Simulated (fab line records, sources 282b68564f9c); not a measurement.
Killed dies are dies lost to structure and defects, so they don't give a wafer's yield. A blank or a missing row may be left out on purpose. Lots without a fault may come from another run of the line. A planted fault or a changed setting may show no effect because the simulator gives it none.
Problem report in the 8D (eight disciplines) form, filled by code | flow rit_cmos | the parts of the form that need people (team, actions taken, sign-off) are left out

1. THE PROBLEM
GATE_POLY_THK at RIT_GATE_THK_MEAS_09 reads a mean of 357.1 nm on 3 wafers of 1 lot; wafers without a fault read 250.5 nm with a standard deviation of 2.6. That is +41 standard deviations from the usual mean.
First seen on wafer L340.1, day 3 20:05, on film_metro-03. The record holds 39 wafers of 13 lots with a number at this step. Rule for "out", or "out of limits": more than 4 standard deviations from the usual mean. The other wafers with a number count as sound.

2. WHAT IT IS AND WHAT IT IS NOT
question                    | is                     | is not
which readings at this step | GATE_POLY_THK          | -
which lots                  | L340                   | L334, L335, L337, L342, L348, L350, L351, L352, L353, L354, L355, L356
which wafers of those lots  | all that have a number | -
read on which gauges        | film_metro-03          | film_metro-01, film_metro-02
when                        | from day 3 20:05       | up to then (9 sound wafers); but 27 sound wafers of L342, L348, L350, L351, L352, L353, L354, L355, L356 came after

3. SUSPECTS, AND WHAT RULES EACH OUT
Counting: a tool at a process step up to the reading stays a suspect if it ran every lot that is out and no sound lot after the first of them.
- the gauge at RIT_GATE_THK_MEAS_09: ruled out. All the wafers that are out were read on film_metro-03, but those of them that RIT_GATE_CVD_08 has rows for are out there too, on other tools.
- lpcvd-01 at RIT_GATE_CVD_08 (deposits poly-Si from SiH4, target thk 250 nm, time 2220 s): ruled out as a lasting fault. Sound lots L352, L354, L356 ran on it after its first lot that is out, L340 (day 3 18:28).
Left after counting: nothing in the record.

4. THE CAUSE (what the simulator had put in)
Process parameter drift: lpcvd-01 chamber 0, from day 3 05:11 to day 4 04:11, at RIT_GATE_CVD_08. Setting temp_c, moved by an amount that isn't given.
Counting ruled it out, wrongly: the rule takes a fault to strike every lot that its tool runs from its start on, and this one did not.

5. THE CHAIN OF EFFECTS, in route order
Each row: a reading whose mean over the struck wafers that have a number lies more than 3 standard deviations from the usual. Only readings for which the record gives a usual standard deviation are gone through. hours: the time from each lot's start at the first step in this table that gives one to its start at this step, as a median over the lots. sigmas: the change in usual standard deviations.
hours | step                 | reading             | usual      | on struck wafers | change | sigmas
0     | RIT_GATE_CVD_08      | spike_tc_centre_C   | 612.6 C    | 626.2            | +13.6  | +10
0     | RIT_GATE_CVD_08      | spike_tc_load_C     | 632 C      | 649              | +17    | +5.6
0     | RIT_GATE_CVD_08      | spike_tc_source_C   | 632.5 C    | 644.8            | +12.3  | +5.6
0     | RIT_GATE_CVD_08      | susceptor_temp_C    | 610.08 C   | 625.24           | +15.16 | +54
2     | RIT_GATE_THK_MEAS_09 | GATE_POLY_THK       | 250.5 nm   | 357.1            | +106.6 | +41
3     | RIT_GATE_ETCH_19     | oes_product_au      | 0.840 a.u. | 0.979            | +0.139 | +11
24    | RIT_M1_PROBE_99      | killed_at_front_end | 6.6        | 264.0            | +257.4 | +95
24    | RIT_M1_PROBE_99      | killed_dies         | 6.7        | 264.0            | +257.3 | +95
24    | RIT_M1_PROBE_99      | killed_on_rim       | 1.8        | 70.0             | +68.2  | +52
The process steps in it:
- RIT_GATE_CVD_08: deposits poly-Si from SiH4, target thk 250 nm, time 2220 s.
- RIT_GATE_ETCH_19: etches poly-Si in SF6/CHF3/O2, stops on SiO2, time 165 s, target depth 312.5 nm.
- RIT_M1_PROBE_99

6. WHAT WOULD HAVE CAUGHT IT SOONER
In this record the first reading out of limits at a measuring or inspecting step was taken at day 3 20:05, 15 hours after the fault began at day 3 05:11.
The tool's own readings at RIT_GATE_CVD_08 were out on every struck wafer that the step has a row for (spike_tc_centre_C, spike_tc_load_C, spike_tc_source_C, susceptor_temp_C): an alarm limit on them would have fired on the first of those.
